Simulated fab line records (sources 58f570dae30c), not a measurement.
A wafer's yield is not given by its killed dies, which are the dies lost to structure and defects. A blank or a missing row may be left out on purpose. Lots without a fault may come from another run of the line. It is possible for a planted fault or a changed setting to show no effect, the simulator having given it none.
fab line records	flow berkeley-cmos170
record: lots: 13	wafers: 39	last-day: 12
route steps=331 shown PWELL@37 ACTIVE@73 NSD@190
lots that met no fault: taken from a fault-free run of the same line
start-h: hours from the record's opening day to when the first of the lot's shown wafers began	wait-h: how many hours have passed since the lot's step before this one	" repeats the value in the row above	L1.1+2: a single row standing in for several wafers	- no value, or no start given	* or withheld: withheld	< > ~ a bound
route shown NAME@n: a module of which the file shows steps, and the number in the route of the first	usual: mean/standard deviation taken from wafers without a fault	same: alike in all rows	chamber/n: place in a boat	sites: the reading at each site	_std_site: how widely they spread, as a standard deviation	_edge_site: mean of outer sites minus mean of inner sites	radius-mm: for every site, how far away it sits from the centre of the wafer	mask NAME#n: copy n	behind: the tool/chamber that last shaped the wafer	hold: why the lot was held/for how many hours/how that ended	device: which transistor (n, p or np) failed to switch	end of line: tests of these same wafers at the route's end	for a step that has no rows: nothing shown but its recipe	killed: the dies lost at the first sort to structure and to defects; this is not the yield of the wafer	map: dies across one wafer; x = killed, . = not, _ = none there
set.NAME: the setting the step ran with; set.NAME@STEP: the setting that earlier step ran with	model.NAME: the simulator's own value behind a step, which no gauge read
steps of the route over a sample of lots; a table a step, a row a wafer
services: from which hour (start-h, from the record's first day; less than 0 if before it) a tool's chamber was out of use, for how many hours, and why
== steps ==
step: UCB170_PWELL_THK_MEAS_03
recipe: reads: SiO2_of_PWELL_OXIDATION_02
usual: PWELL_OXIDE_THK: 26.2/0.42
lot.wafer	tool	chamber	start-h	wait-h	PWELL_OXIDE_THK[nm]
L861.2	film-metro-01	-	50.30	0.0	25.8
L861.4	"	-	"	"	26.0
L861.6	"	-	"	"	26.3
L864.1	film-metro-03	-	64.07	0.0	25.8
L864.3	"	-	"	"	26.2
L864.4	"	-	"	"	26.0
L865.1	film-metro-04	-	64.13	0.1	26.4
L865.4	"	-	"	"	26.2
L865.5	"	-	"	"	26.1
L867.1	film-metro-03	-	72.52	0.0	26.0
L867.4	"	-	"	"	26.5
L867.5	"	-	"	"	26.2
L868.1	film-metro-04	-	83.95	0.0	26.5
L868.2	"	-	"	"	26.3
L868.3	"	-	"	"	26.3
L869.4	film-metro-03	-	83.98	0.0	26.1
L869.5	"	-	"	"	25.5
L869.6	"	-	"	"	25.8
L872.2	film-metro-03	-	94.37	0.1	26.2
L872.3	"	-	"	"	26.6
L872.4	"	-	"	"	25.9
L875.1	film-metro-03	-	116.64	0.0	25.5
L875.2	"	-	"	"	25.5
L875.5	"	-	"	"	25.7
L878.1	film-metro-03	-	124.95	0.0	25.9
L878.3	"	-	"	"	25.9
L878.6	"	-	"	"	25.8
L879.1	film-metro-04	-	136.62	0.0	26.1
L879.4	"	-	"	"	26.3
L879.6	"	-	"	"	26.1
L880.3	film-metro-01	-	136.64	0.0	26.1
L880.5	"	-	"	"	26.0
L880.6	"	-	"	"	26.2
L882.2	film-metro-01	-	152.78	0.0	26.6
L882.3	"	-	"	"	26.2
L882.4	"	-	"	"	26.1
L883.4	film-metro-01	-	158.88	0.0	26.3
L883.5	"	-	"	"	26.5
L883.6	"	-	"	"	26.4
step: UCB170_ACTIVE_CD_MEAS_13
recipe: target-cd-nm: 1200
usual: cd-nm: 1200.2/1.5
lot.wafer	tool	chamber	start-h	wait-h	cd-nm
L861.2	cd-sem-02	-	88.38	-	1199.5
L861.4	"	-	"	"	1199.2
L861.6	"	-	"	"	1198.7
L864.1	cd-sem-02	-	99.27	-	1198.4
L864.3	"	-	"	"	1200.3
L864.4	"	-	"	"	1201.3
L865.1	cd-sem-02	-	108.26	-	1200.4
L865.4	"	-	"	"	1200.3
L865.5	"	-	"	"	1199.9
L867.1	cd-sem-02	-	108.59	-	1198.4
L867.4	"	-	"	"	1196.8
L867.5	"	-	"	"	1198.0
L869.4	cd-sem-02	-	117.14	-	1199.8
L869.5	"	-	"	"	1198.6
L869.6	"	-	"	"	1198.0
L868.1	cd-sem-02	-	117.47	-	1198.6
L868.2	"	-	"	"	1198.7
L868.3	"	-	"	"	1198.1
L872.2	cd-sem-02	-	129.35	-	1198.7
L872.3	"	-	"	"	1199.8
L872.4	"	-	"	"	1198.4
L875.1	cd-sem-02	-	154.16	-	1201.4
L875.2	"	-	"	"	1200.6
L875.5	"	-	"	"	1201.7
L878.1	cd-sem-01	-	160.68	-	1198.4
L878.3	"	-	"	"	1200.0
L878.6	"	-	"	"	1200.5
L880.3	cd-sem-02	-	176.21	-	1200.3
L880.5	"	-	"	"	1200.9
L880.6	"	-	"	"	1201.2
L879.1	cd-sem-01	-	176.41	-	1200.5
L879.4	"	-	"	"	1199.6
L879.6	"	-	"	"	1200.3
L882.2	cd-sem-02	-	189.59	-	1200.8
L882.3	"	-	"	"	1200.3
L882.4	"	-	"	"	1202.6
L883.4	cd-sem-02	-	195.78	-	1200.9
L883.5	"	-	"	"	1200.8
L883.6	"	-	"	"	1200.4
step: UCB170_ACTIVE_ETCH_15
recipe: chemistry: CH3F/Ar/O2	target: Si3N4	stop-on: SiO2	CH3F_flow_sccm: 20	Ar_flow_sccm: 50	O2_flow_sccm: 7	pressure-mtorr: 50	rf-w: 450	target-depth-a: 2420	over-etch-frac: 0.1	time-s: 151
usual: drypump-motor-current-A: 5.7/0.37	oes-product-au: 0.943/0.01	throttle-valve-pct: 8.10/0.12
lot.wafer	tool	chamber	start-h	wait-h	drypump-motor-current-A	oes-product-au	rf-hours-counter-h	throttle-valve-pct
L861.2	rie-diel-02	3	88.51	0.0	5.7	0.935	2	8.14
L861.4	"	2	"	"	5.3	0.963	-	8.15
L861.6	"	1	"	"	5.1	0.939	-	8.07
L864.1	rie-diel-02	3	99.43	0.0	5.7	0.935	3	8.14
L864.3	"	1	"	"	5.1	0.934	51	8.04
L864.4	"	3	"	"	5.7	0.931	-	8.13
L865.1	rie-diel-03	3	108.41	0.0	5.8	0.953	125	8.31
L865.4	"	0	"	"	5.7	0.949	16	7.92
L865.5	"	1	"	"	6.2	0.958	-	8.09
L867.1	rie-diel-03	3	108.74	0.0	5.7	0.946	125	8.30
L867.4	"	0	"	"	5.8	0.944	16	7.91
L867.5	"	3	"	"	5.8	0.942	-	8.30
L869.4	rie-diel-03	2	117.24	0.0	5.9	0.941	8	7.94
L869.5	"	0	"	"	5.7	0.941	-	7.91
L869.6	"	3	"	"	5.7	0.954	-	8.30
L868.1	rie-diel-01	2	117.63	0.0	5.9	0.923	3	8.24
L868.2	"	3	"	"	5.9	0.940	93	8.04
L868.3	"	0	"	"	5.9	0.927	12	8.17
L872.2	rie-diel-01	1	129.49	0.0	4.9	0.957	120	8.09
L872.3	"	0	"	"	5.9	0.928	12	8.17
L872.4	"	2	"	"	5.9	0.922	3	8.25
L875.1	rie-diel-01	0	154.31	0.0	5.9	0.931	13	8.16
L875.2	"	1	"	"	4.9	0.948	121	8.07
L875.5	"	0	"	"	5.9	0.933	-	8.17
L878.1	rie-diel-01	3	160.84	0.0	5.9	0.938	95	8.00
L878.3	"	2	"	"	5.8	0.931	4	8.24
L878.6	"	3	"	"	5.9	0.945	-	8.02
L880.3	rie-diel-01	0	176.32	0.0	5.9	0.940	14	8.18
L880.5	"	2	"	"	5.9	0.940	-	8.22
L880.6	"	1	"	"	4.9	0.956	-	8.08
L879.1	rie-diel-02	3	176.56	0.0	5.7	0.939	6	8.14
L879.4	"	1	"	"	5.1	0.930	-	8.06
L879.6	"	2	"	"	5.3	0.955	-	8.15
L882.2	rie-diel-01	3	189.72	0.0	5.9	0.947	96	8.01
L882.3	"	1	"	"	4.9	0.949	122	8.08
L882.4	"	0	"	"	5.9	0.933	14	8.17
L883.4	rie-diel-03	3	195.93	0.1	5.8	0.948	-	8.29
L883.5	"	2	"	"	5.9	0.943	-	7.92
L883.6	"	0	"	"	5.8	0.936	-	7.92
step: UCB170_NSD_EXPOSE_03
recipe: mask-id: NSELECT_MOD	na: 0.5	sigma-outer: 0.6	source-shape: conventional	target-cd-nm: 1200	dose-mj: 30
usual: exposure-dose-mJ-cm2: 29.977/0.029	stage-vel-mm-s: 500.02/0.28
lot.wafer	tool	chamber	start-h	wait-h	mask	exposure-dose-mJ-cm2	stage-vel-mm-s
L861.2	krf-scanner-02	0	140.12	0.2	NSELECT_MOD#0	29.997	499.84
L861.4	"	0	"	"	NSELECT_MOD#0	29.965	499.95
L861.6	"	0	"	"	NSELECT_MOD#0	29.992	499.71
L864.1	krf-scanner-01	0	162.55	0.1	NSELECT_MOD#0	29.960	499.74
L864.3	"	0	"	"	NSELECT_MOD#0	29.969	499.95
L864.4	"	0	"	"	NSELECT_MOD#0	30.014	499.98
L867.1	krf-scanner-01	0	169.22	0.1	NSELECT_MOD#0	29.967	500.30
L867.4	"	0	"	"	NSELECT_MOD#0	29.982	499.97
L867.5	"	0	"	"	NSELECT_MOD#0	29.977	500.47
L865.1	krf-scanner-02	0	169.46	0.4	NSELECT_MOD#0	29.984	499.97
L865.4	"	0	"	"	NSELECT_MOD#0	30.001	500.21
L865.5	"	0	"	"	NSELECT_MOD#0	30.040	499.87
L868.1	krf-scanner-01	0	176.72	0.2	NSELECT_MOD#0	30.021	499.89
L868.2	"	0	"	"	NSELECT_MOD#0	30.023	499.75
L868.3	"	0	"	"	NSELECT_MOD#0	29.999	499.94
L869.4	krf-scanner-02	0	177.02	0.5	NSELECT_MOD#0	29.969	500.53
L869.5	"	0	"	"	NSELECT_MOD#0	29.979	500.37
L869.6	"	0	"	"	NSELECT_MOD#0	29.958	500.56
L872.2	krf-scanner-02	0	191.64	0.2	NSELECT_MOD#0	29.969	500.05
L872.3	"	0	"	"	NSELECT_MOD#0	29.901	500.23
L872.4	"	0	"	"	NSELECT_MOD#0	29.960	500.29
L875.1	krf-scanner-02	0	214.73	0.3	NSELECT_MOD#0	29.728	499.99
L875.2	"	0	"	"	NSELECT_MOD#0	29.692	500.01
L875.5	"	0	"	"	NSELECT_MOD#0	29.668	499.96
L878.1	krf-scanner-01	0	220.56	0.1	NSELECT_MOD#0	29.936	500.60
L878.3	"	0	"	"	NSELECT_MOD#0	29.979	500.52
L878.6	"	0	"	"	NSELECT_MOD#0	29.959	500.82
L879.1	krf-scanner-01	0	233.20	0.2	NSELECT_MOD#0	29.927	499.90
L879.4	"	0	"	"	NSELECT_MOD#0	29.948	500.34
L879.6	"	0	"	"	NSELECT_MOD#0	30.004	500.19
L880.3	krf-scanner-01	0	233.47	0.5	NSELECT_MOD#0	29.980	499.98
L880.5	"	0	"	"	NSELECT_MOD#0	29.935	500.25
L880.6	"	0	"	"	NSELECT_MOD#0	29.952	500.33
L882.2	krf-scanner-01	0	242.61	0.1	NSELECT_MOD#0	30.011	499.98
L882.3	"	0	"	"	NSELECT_MOD#0	29.988	500.09
L882.4	"	0	"	"	NSELECT_MOD#0	30.025	499.97
L883.4	krf-scanner-01	0	253.34	0.2	NSELECT_MOD#0	30.005	499.58
L883.5	"	0	"	"	NSELECT_MOD#0	29.980	499.46
L883.6	"	0	"	"	NSELECT_MOD#0	29.973	499.72
step: UCB170_NSD_CD_MEAS_06
recipe: target-cd-nm: 1200
usual: cd-nm: 1199.5/1.5
lot.wafer	tool	chamber	start-h	wait-h	hold	cd-nm
L861.2	cd-sem-02	-	140.51	-	-	1200.8
L861.4	"	-	"	"	-	1201.5
L861.6	"	-	"	"	-	1201.6
L864.1	cd-sem-02	-	163.55	-	-	1199.8
L864.3	"	-	"	"	-	1201.5
L864.4	"	-	"	"	-	1201.5
L867.1	cd-sem-02	-	169.61	-	-	1198.0
L867.4	"	-	"	"	-	1196.9
L867.5	"	-	"	"	-	1198.7
L865.1	cd-sem-02	-	169.89	-	-	1199.3
L865.4	"	-	"	"	-	1199.7
L865.5	"	-	"	"	-	1200.8
L868.1	cd-sem-02	-	177.11	-	-	1197.7
L868.2	"	-	"	"	-	1199.0
L868.3	"	-	"	"	-	1198.5
L869.4	cd-sem-01	-	177.41	-	-	1197.2
L869.5	"	-	"	"	-	1197.4
L869.6	"	-	"	"	-	1196.2
L872.2	cd-sem-02	-	192.14	-	-	1201.1
L872.3	"	-	"	"	-	1200.4
L872.4	"	-	"	"	-	1200.9
L875.1	cd-sem-01	-	215.13	-	await-dispo/0.2h/release	1214.9
L875.2	"	-	"	"	await-dispo/0.2h/release	1204.3
L875.5	"	-	"	"	await-dispo/0.2h/release	1203.8
L875.1	cd-sem-01	-	215.47	0.3	-	1215.1
L875.2	"	-	"	"	-	1204.8
L875.5	"	-	"	"	-	1204.1
L878.1	cd-sem-01	-	221.05	-	-	1200.3
L878.3	"	-	"	"	-	1201.5
L878.6	"	-	"	"	-	1200.6
L879.1	cd-sem-01	-	233.62	-	-	1198.6
L879.4	"	-	"	"	-	1198.2
L879.6	"	-	"	"	-	1198.3
L880.3	cd-sem-02	-	233.94	-	-	1196.5
L880.5	"	-	"	"	-	1197.9
L880.6	"	-	"	"	-	1196.4
L882.2	cd-sem-02	-	243.34	-	-	1201.2
L882.3	"	-	"	"	-	1200.7
L882.4	"	-	"	"	-	1198.9
L883.4	cd-sem-01	-	253.74	-	-	1197.6
L883.5	"	-	"	"	-	1198.6
L883.6	"	-	"	"	-	1198.1
== services ==
tool	chamber	start-h	hours	kind
rie-diel-01	-	66.31	0.3	repair
krf-scanner-01	-	67.18	1.0	pm
krf-scanner-01	-	70.38	0.8	pm
rie-diel-01	-	94.06	0.4	repair
krf-scanner-01	-	105.94	0.8	pm
krf-scanner-02	0	119.03	-	calibration
krf-scanner-01	-	124.92	4.0	pm
krf-scanner-02	-	125.51	3.4	repair
krf-scanner-01	0	129.18	-	calibration
krf-scanner-02	-	131.72	1.3	pm
krf-scanner-02	-	138.45	0.8	pm
rie-diel-03	3	163.79	2.7	repair
rie-diel-02	0	176.48	5.4	repair
rie-diel-02	3	177.74	2.9	repair
krf-scanner-02	-	179.53	1.8	repair
krf-scanner-01	-	190.64	4.4	pm
krf-scanner-02	-	205.30	0.8	pm
krf-scanner-01	-	212.05	1.3	pm
krf-scanner-02	-	232.31	1.0	pm
krf-scanner-01	-	235.09	0.2	repair
krf-scanner-01	-	236.18	1.0	pm
krf-scanner-01	-	239.16	0.8	pm
krf-scanner-02	-	247.77	0.5	repair
rie-diel-02	2	253.33	8.4	repair
== key ==
first-sign: step: UCB170_NSD_EXPOSE_03	reading: exposure-dose-mJ-cm2	direction: down	sigmas: 9.5	usual: 29.977	struck: 29.696
effect: step: UCB170_NSD_CD_MEAS_06	reading: visit	direction: added	through: control-loop
effect: step: UCB170_NSD_CD_MEAS_06	reading: cd-nm	direction: up	sigmas: 5.4	usual: 1199.5	struck: 1207.7	through: control-loop
met-at UCB170_NSD_EXPOSE_03
struck-lots L875
sort-left-out L875.1,L875.2,L875.5
tester-left-out L875
loop-trim: step: UCB170_NSD_EXPOSE_03	setting: dose	lots: L875
not-acting-at UCB170_PWELL_THK_MEAS_03,UCB170_ACTIVE_CD_MEAS_13,UCB170_ACTIVE_ETCH_15
onset-between 191.64 214.73
fault: kind: process-parameter-drift	tool: krf-scanner-02	chamber: -	onset-h: 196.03	steps: UCB170_NSD_EXPOSE_03	channel: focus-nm	offset: 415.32	spread-by-wafer: 0.3	shape: step	end-h: 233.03
tester-left-out: of these lots the tester's yield and bins aren't shown, on N5 and GAA mostly nor the transistor test; their killed dies are dies lost to structure and defects alone, not to doping, threshold or leakage, so they don't give the yield
sort-left-out: the simulated sort isn't trusted on such a fault, so these wafers' sort isn't shown, and their yield isn't known
loop-trim: a control loop set the setting to another value than it would have without faults
